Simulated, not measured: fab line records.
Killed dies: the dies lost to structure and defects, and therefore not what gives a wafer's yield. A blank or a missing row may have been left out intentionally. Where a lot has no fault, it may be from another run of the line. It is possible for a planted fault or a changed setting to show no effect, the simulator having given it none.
Matching of chambers    flow berkeleyCmos170    4 sister chambers for UCB170_M2_ETCH_17 on rieDiel-01
The step etches BARC in N2/H2. 4 wafers are shown with their chamber, then 9 later ones without.

== EACH WAFER AND ITS CHAMBER ==
wafer   chamber  throttleValvePct (%)
L466.5  3        13.29
L465.1  2        13.47
L465.4  1        13.02
L465.6  0        13.28

== WAFERS WHOSE CHAMBER IS MISSING ==
wafer   throttleValvePct (%)
L470.1  13.02
L470.5  13.46
L470.6  13.29
L472.2  13.29
L472.3  13.45
L472.4  13.28
L473.1  13.02
L473.2  13.27
L473.5  13.28

== THE CHAMBER EACH PASSED THROUGH ==
wafer   from the rows above      in truth
L470.1  1                        1
L470.5  2                        2
L470.6  can't be placed: 3 or 0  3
L472.2  can't be placed: 3 or 0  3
L472.3  2                        2
L472.4  can't be placed: 0 or 3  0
L473.1  1                        1
L473.2  can't be placed: 0 or 3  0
L473.5  can't be placed: 0 or 3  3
4 of 9 placed correctly. Can't be placed from these rows: 5 (the true chamber is among the candidates in 5). 0 placed wrongly.
How it was worked out, from the rows above alone: a wafer's distance from a chamber is the root of the sum, over the readings, of the square of ((its reading less the chamber's mean) divided by the reading's scatter). If the next closest chamber is less than 2 further off than the closest, the wafer can't be placed; otherwise it belongs to the closest. The mean given for a chamber averages the wafers shown for that chamber. The scatter (one wafer shown for each chamber): square how far every hidden wafer sits from the nearest shown wafer, average those squares and take the square root.
